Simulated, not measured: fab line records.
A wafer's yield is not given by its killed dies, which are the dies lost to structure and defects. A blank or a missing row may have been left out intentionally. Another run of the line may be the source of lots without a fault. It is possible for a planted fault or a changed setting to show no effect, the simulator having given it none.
Split-lot experiment -- flow rit cmos -- 5 lots, 23 wafers read, on a route of 202 steps

== ON THE SPLIT ==
At RIT_FOX1_OXIDATION_00 (target thk 350.7 nm, ox time 1130 s), the setting temp c was moved away from the recipe's 1100 C on 10 of the 23 wafers read, by -1.8% to +1.6%. This setting was run at the recipe's value on the other wafers.

Reading taken at the split's own step.

== THE READING ==
SiO2_of_FOX1_OXIDATION_00.thk nm (the simulator's own value, which no gauge read), in nm, at RIT_FOX1_OXIDATION_00 (target thk 350.7 nm, ox time 1130 s). No usual value for it is given in the file. Average 351.4 nm, standard deviation 4.9 nm, over the 13 wafers here run with the recipe.

wafer,"tool, chamber at the split","temp c as run, C",against the recipe,"SiO2_of_FOX1_OXIDATION_00.thk nm, nm",against lot-mates on the recipe
L080.3,"furnace-04, 0",1100,recipe,350.9,-
L080.4,"furnace-04, 0",1100,recipe,356.3,-
L080.5,"furnace-04, 0",1100,recipe,355.4,-
L081.1,"-, -",1118,+1.6%,362.2,no lot-mate on the recipe
L081.2,"-, -",1118,+1.6%,364.3,no lot-mate on the recipe
L081.4,"-, -",1118,+1.6%,364.3,no lot-mate on the recipe
L081.5,"-, -",1118,+1.6%,363.7,no lot-mate on the recipe
L081.6,"-, -",1118,+1.6%,360.3,no lot-mate on the recipe
L082.2,"-, -",1100,recipe,346,-
L082.3,"-, -",1100,recipe,345.1,-
L082.4,"-, -",1100,recipe,344.6,-
L082.5,"-, -",1100,recipe,346.8,-
L082.6,"-, -",1100,recipe,348.5,-
L083.1,"-, -",1080,-1.8%,317.6,no lot-mate on the recipe
L083.2,"-, -",1080,-1.8%,317.8,no lot-mate on the recipe
L083.3,"-, -",1080,-1.8%,315.7,no lot-mate on the recipe
L083.4,"-, -",1080,-1.8%,321.2,no lot-mate on the recipe
L083.6,"-, -",1080,-1.8%,320.8,no lot-mate on the recipe
L084.1,"-, -",1100,recipe,355.4,-
L084.2,"-, -",1100,recipe,360.9,-
L084.4,"-, -",1100,recipe,353.4,-
L084.5,"-, -",1100,recipe,355,-
L084.6,"-, -",1100,recipe,350.5,-

FIT RESULTS
A straight line over all 23 wafers: SiO2_of_FOX1_OXIDATION_00.thk nm changes by +13 nm for each +1% of temp c; r = +0.93; the points scatter about the line by 6.4 nm.
Too few moved wafers have a lot-mate on the recipe to fit a line with each lot's own level taken away.

== FILE'S OWN FIT ==
SiO2_of_FOX1_OXIDATION_00.thk nm changes by +13 nm for each +1% of temp c, r = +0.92.
